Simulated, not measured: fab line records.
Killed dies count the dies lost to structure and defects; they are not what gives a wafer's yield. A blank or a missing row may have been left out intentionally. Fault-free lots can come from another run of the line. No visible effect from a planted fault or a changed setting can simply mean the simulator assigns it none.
Code-filled problem report in 8D (eight disciplines) form :: flow ritCmos :: the parts of the form that need people (team, actions taken, sign-off) are left out

== 1. THE PROBLEM ==
At RIT_CONTACT_ETCH_11, runLengthS averages 406.4 s over 2 wafers from 2 lots, while fault-free wafers read 348.4 s, standard deviation 0.49. So: +99 or more standard deviations from the usual mean.
The step: etches SiO2 in CHF3/CF4/Ar, stops on TiSi2, target depth 480 nm, time 320 s.
The first sign was on wafer L513.2 at day 5 03:53, on rieDiel-01. At this step, 16 wafers from 6 lots have a number in the record. Rule for "out", or "out of limits": more than 4 standard deviations from the usual mean. The rest of the wafers with a number are treated as sound.

== 2. WHAT IT IS, WHAT IT ISN'T ==
question: which readings at this step
is: runLengthS
is not: drypumpMotorCurrentA, oesProductAu, throttleValvePct

question: which lots
is: L513, L515
is not: L506, L518, L522, L528

question: which wafers of those lots
is: L513.2, L515.5
is not: L515.3, L515.6

question: read on which tools
is: rieDiel-01
is not: rieDiel-03

question: when
is: from day 5 03:53
is not: up to then (3 sound wafers); but 11 sound wafers of L515, L518, L522, L528 came after

== 3. WHAT RULES OUT EACH SUSPECT ==
Counting: a tool at a process step up to the reading stays a suspect if it ran every lot that is out. Sound lots after the first of them don't rule it out here, since some wafers of a struck lot are sound.
- rtpAnneal-01 at RIT_SILICIDE_RTA_06 (time 10 s, ramp up 5 s, ramp down 10 s): kept. It ran every lot that is out, first L513 (day 5 02:28).
- rieDiel-01 at RIT_CONTACT_ETCH_11 (etches SiO2 in CHF3/CF4/Ar, stops on TiSi2, target depth 480 nm, time 320 s): kept. It processed each lot that is out (first: L513, day 5 03:53); up to then, its last sound lot is L506 (day 3 18:34). Its own readings are out on those wafers: runLengthS.
- Within rieDiel-01 at RIT_CONTACT_ETCH_11, the wafers that are out were processed in chamber 3 and their sound lot-mates in chamber 2.
After counting, rtpAnneal-01 at RIT_SILICIDE_RTA_06 and rieDiel-01 at RIT_CONTACT_ETCH_11 remain.

== 4. THE CAUSE (what the simulator had put in) ==
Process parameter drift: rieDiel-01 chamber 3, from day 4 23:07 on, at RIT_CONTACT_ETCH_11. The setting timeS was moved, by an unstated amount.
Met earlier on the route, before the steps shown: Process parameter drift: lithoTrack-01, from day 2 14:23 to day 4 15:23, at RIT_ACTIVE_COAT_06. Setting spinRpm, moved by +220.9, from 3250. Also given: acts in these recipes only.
This tool is one of the 2 suspects left after counting.

== 5. THE CHAIN OF EFFECTS, in route order ==
Each row: a reading whose mean over the struck wafers that have a number lies more than 3 standard deviations from the usual. Scope: only readings with a usual standard deviation given in the record; hours: median across lots of the time from each lot's start at the first step in this table that gives one to its start at this step; sigmas: change in usual standard deviations.
hours: 0
step: RIT_CONTACT_ETCH_11
reading: runLengthS
usual: 348.4 s
on struck wafers: 406.4
change: +58.0
sigmas: +99 or more
The process steps in it:
- RIT_CONTACT_ETCH_11: etches SiO2 in CHF3/CF4/Ar, stops on TiSi2, target depth 480 nm, time 320 s.

== 6. HOW IT WOULD HAVE BEEN CAUGHT EARLIER ==
In this record no reading fell out of limits until day 5 03:53, 5 hours after the fault had begun at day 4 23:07.
